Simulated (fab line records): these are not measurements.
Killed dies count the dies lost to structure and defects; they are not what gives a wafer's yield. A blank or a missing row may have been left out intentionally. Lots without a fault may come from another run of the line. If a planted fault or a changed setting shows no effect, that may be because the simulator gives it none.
Code-filled problem report in 8D (eight disciplines) form || flow rit cmos || the parts of the form that need people (team, actions taken, sign-off) are left out

== 1. THE PROBLEM ==
Mean of killed at front end at RIT_M1_PROBE_99: 29.8 across 9 wafers in 3 lots; on wafers with no fault it is 6.7 (standard deviation 2.9). Measured from the usual mean, that is +8.0 standard deviations.
First observed at day 7 22:35: wafer L522.2, on prober-02. Wafers with a number at this step in the record: 45, from 15 lots. Rule for "out", or "out of limits": more than 4 standard deviations from the usual mean. Any other wafer with a number is counted as sound.

== 2. WHAT IT IS, AND WHAT IT ISN'T ==
{"question": "which readings at this step", "is": "killed at front end, killed dies", "is not": "killed open, killed short"}
{"question": "which lots", "is": "L522, L523, L524", "is not": "L501, L502, L503, L504, L506, L507, L508, L512, L513, L515, L516, L518"}
{"question": "which wafers of those lots", "is": "all that have a number", "is not": "-"}
{"question": "read on which tools", "is": "prober-01, prober-02", "is not": "-"}
{"question": "when", "is": "from day 7 22:35", "is not": "up to then (36 sound wafers)"}

== 3. WHAT RULES OUT EACH SUSPECT ==
Counting: any tool at a process step up to the reading is kept as a suspect provided that every lot that is out went through it and no sound lot did after the first of them.
- wet bench-04 at RIT_FOX2_WET_ETCH_03 (etches Si3N4 in H3PO4, target depth 195 nm, time 2700 s): kept. It ran every lot that is out, first L522 (day 6 08:16), and no sound lot after that; its last sound lot up to then is L516 (day 4 21:56).
Left after counting: wet bench-04 at RIT_FOX2_WET_ETCH_03.

== 4. THE CAUSE (what the simulator had put in) ==
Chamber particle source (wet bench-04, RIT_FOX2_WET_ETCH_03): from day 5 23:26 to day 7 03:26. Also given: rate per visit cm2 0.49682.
The count eliminated every tool but this one.

== 5. SEQUENCE OF EFFECTS, ordered by route ==
One row per reading whose mean, taken over the struck wafers that have a number, lies over 3 standard deviations from the usual. Scope: only readings with a usual standard deviation given in the record; hours: median across lots of the time from each lot's start at the first step in this table that gives one to its start at this step; sigmas: change in usual standard deviations.
{"hours": 0, "step": "RIT_M1_PROBE_99", "reading": "killed at front end", "usual": 6.7, "on struck wafers": 29.8, "change": "+23.1", "sigmas": "+8.0"}
{"hours": 0, "step": "RIT_M1_PROBE_99", "reading": "killed dies", "usual": 6.8, "on struck wafers": 30.0, "change": "+23.2", "sigmas": "+8.0"}
{"hours": 0, "step": "RIT_M1_PROBE_99", "reading": "killed on rim", "usual": 1.8, "on struck wafers": 6.7, "change": "+4.9", "sigmas": "+3.7"}
Process steps it contains:
- RIT_M1_PROBE_99

== 6. WHAT WOULD HAVE CAUGHT IT SOONER ==
In this record no reading fell out of limits until day 7 22:35, 47 hours after the fault had begun at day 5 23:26.
By day 7 22:35, every lot that is out (3) had started RIT_FOX2_WET_ETCH_03 on wet bench-04. None of them would have been spared by holding the tool at that moment.
